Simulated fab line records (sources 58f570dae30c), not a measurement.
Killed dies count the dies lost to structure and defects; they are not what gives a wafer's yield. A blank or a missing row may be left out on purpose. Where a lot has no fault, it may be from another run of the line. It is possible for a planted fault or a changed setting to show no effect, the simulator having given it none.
Split-lot study / flow berkeley cmos170 / 23 wafers read across 5 lots, on a route 331 steps long

## ABOUT THE SPLIT
At UCB170_V2_COAT_07 (resist thk 900 nm), the setting resist thk nm was moved away from the recipe's 900 nm on 11 of the 23 wafers read, by +3.1% to +5.4%. This setting was run at the recipe's value on the other wafers.

The split's own step is where the reading is taken.

## THE READING
KrF_of_V2_COAT_07.thk nm (the simulator's own value, which no gauge read), in nm, at UCB170_V2_COAT_07 (resist thk 900 nm). The file does not state a usual value for it. Here, 12 wafers ran the recipe; their average is 900.9 nm with a standard deviation of 1.9 nm.

wafer=L077.1; tool, chamber at the split=litho track-01, 0; resist thk nm as run, nm=900; against the recipe=recipe; KrF_of_V2_COAT_07.thk nm, nm=902.9; against lot-mates on the recipe=-
wafer=L077.4; tool, chamber at the split=litho track-01, 0; resist thk nm as run, nm=900; against the recipe=recipe; KrF_of_V2_COAT_07.thk nm, nm=904.1; against lot-mates on the recipe=-
wafer=L077.6; tool, chamber at the split=litho track-01, 0; resist thk nm as run, nm=900; against the recipe=recipe; KrF_of_V2_COAT_07.thk nm, nm=900.5; against lot-mates on the recipe=-
wafer=L076.2; tool, chamber at the split=litho track-03, 0; resist thk nm as run, nm=927.8; against the recipe=+3.1%; KrF_of_V2_COAT_07.thk nm, nm=926.3; against lot-mates on the recipe=+25.8
wafer=L076.3; tool, chamber at the split=litho track-03, 0; resist thk nm as run, nm=900; against the recipe=recipe; KrF_of_V2_COAT_07.thk nm, nm=900.8; against lot-mates on the recipe=-
wafer=L076.4; tool, chamber at the split=litho track-03, 0; resist thk nm as run, nm=927.8; against the recipe=+3.1%; KrF_of_V2_COAT_07.thk nm, nm=927.3; against lot-mates on the recipe=+26.8
wafer=L076.5; tool, chamber at the split=litho track-03, 0; resist thk nm as run, nm=927.8; against the recipe=+3.1%; KrF_of_V2_COAT_07.thk nm, nm=929.1; against lot-mates on the recipe=+28.6
wafer=L076.6; tool, chamber at the split=litho track-03, 0; resist thk nm as run, nm=900; against the recipe=recipe; KrF_of_V2_COAT_07.thk nm, nm=900.1; against lot-mates on the recipe=-
wafer=L080.1; tool, chamber at the split=litho track-02, 0; resist thk nm as run, nm=900; against the recipe=recipe; KrF_of_V2_COAT_07.thk nm, nm=900.7; against lot-mates on the recipe=-
wafer=L080.3; tool, chamber at the split=litho track-02, 0; resist thk nm as run, nm=935.8; against the recipe=+4.0%; KrF_of_V2_COAT_07.thk nm, nm=939.7; against lot-mates on the recipe=+38.6
wafer=L080.4; tool, chamber at the split=litho track-02, 0; resist thk nm as run, nm=900; against the recipe=recipe; KrF_of_V2_COAT_07.thk nm, nm=901.4; against lot-mates on the recipe=-
wafer=L080.5; tool, chamber at the split=litho track-02, 0; resist thk nm as run, nm=900; against the recipe=recipe; KrF_of_V2_COAT_07.thk nm, nm=901.1; against lot-mates on the recipe=-
wafer=L080.6; tool, chamber at the split=litho track-02, 0; resist thk nm as run, nm=935.8; against the recipe=+4.0%; KrF_of_V2_COAT_07.thk nm, nm=937; against lot-mates on the recipe=+35.9
wafer=L079.1; tool, chamber at the split=litho track-03, 0; resist thk nm as run, nm=900; against the recipe=recipe; KrF_of_V2_COAT_07.thk nm, nm=897.1; against lot-mates on the recipe=-
wafer=L079.2; tool, chamber at the split=litho track-03, 0; resist thk nm as run, nm=900; against the recipe=recipe; KrF_of_V2_COAT_07.thk nm, nm=898; against lot-mates on the recipe=-
wafer=L079.4; tool, chamber at the split=litho track-03, 0; resist thk nm as run, nm=948.6; against the recipe=+5.4%; KrF_of_V2_COAT_07.thk nm, nm=947.4; against lot-mates on the recipe=+49.9
wafer=L079.5; tool, chamber at the split=litho track-03, 0; resist thk nm as run, nm=948.6; against the recipe=+5.4%; KrF_of_V2_COAT_07.thk nm, nm=943.7; against lot-mates on the recipe=+46.2
wafer=L079.6; tool, chamber at the split=litho track-03, 0; resist thk nm as run, nm=948.6; against the recipe=+5.4%; KrF_of_V2_COAT_07.thk nm, nm=946.9; against lot-mates on the recipe=+49.4
wafer=L082.1; tool, chamber at the split=litho track-03, 0; resist thk nm as run, nm=900; against the recipe=recipe; KrF_of_V2_COAT_07.thk nm, nm=900.2; against lot-mates on the recipe=-
wafer=L082.2; tool, chamber at the split=litho track-03, 0; resist thk nm as run, nm=934.7; against the recipe=+3.9%; KrF_of_V2_COAT_07.thk nm, nm=934.3; against lot-mates on the recipe=+32.5
wafer=L082.3; tool, chamber at the split=litho track-03, 0; resist thk nm as run, nm=934.7; against the recipe=+3.9%; KrF_of_V2_COAT_07.thk nm, nm=933.9; against lot-mates on the recipe=+32.1
wafer=L082.4; tool, chamber at the split=litho track-03, 0; resist thk nm as run, nm=934.7; against the recipe=+3.9%; KrF_of_V2_COAT_07.thk nm, nm=934.1; against lot-mates on the recipe=+32.3
wafer=L082.6; tool, chamber at the split=litho track-03, 0; resist thk nm as run, nm=900; against the recipe=recipe; KrF_of_V2_COAT_07.thk nm, nm=903.4; against lot-mates on the recipe=-

THE FIT
A straight line over all 23 wafers: KrF_of_V2_COAT_07.thk nm changes by +8.61 nm for each +1% of resist thk nm; r = +0.99; the points scatter about the line by 2 nm.
The same after taking each lot's own level away (the mean of its wafers on the recipe; 23 wafers): +8.89 nm for each +1%; r = +1.00; scatter 1.5 nm.
According to that fit, moving resist thk nm by its largest amount changes the reading by 48 nm.
From 897.55 to 902.50 nm: that is the span of the lots' own levels, equal to 2.6 times the standard deviation above.
Hence the lot-to-lot level has little effect on the slope; both slopes agree.
Check: with one of the wafers moved furthest among these (+5.4%) left out of the fit, the line predicts +47.6 nm for it against its lot-mates. Against them it came out at +49.9 nm.

## THESE WAFERS: OTHER SPLITS
Other splits were also applied to these wafers ahead of the reading. Each is held against what the fit with the lots' levels taken away leaves over:
other split on the same wafers=UCB170_M2_COAT_10 spin rpm; wafers away from the commonest value=10; r with KrF_of_V2_COAT_07.thk nm (lot level and that fit taken away)=-0.03

## THE WHOLE CHAIN: every reading that the file lists as answering this split, in the file's order
step=UCB170_V2_COAT_07; what it does=resist thk 900 nm; reading=KrF_of_V2_COAT_07.thk nm (the simulator's own value, which no gauge read); change (the file's fit)=+8.91 nm for each +1% of the setting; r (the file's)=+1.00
step=UCB170_V2_STRIP_15; what it does=strips in O2; reading=strip time to endpoint s; change (the file's fit)=withheld for each +1% of the setting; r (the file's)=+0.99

## FILE'S OWN FIT
KrF_of_V2_COAT_07.thk nm changes by +8.91 nm for each +1% of resist thk nm, r = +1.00.
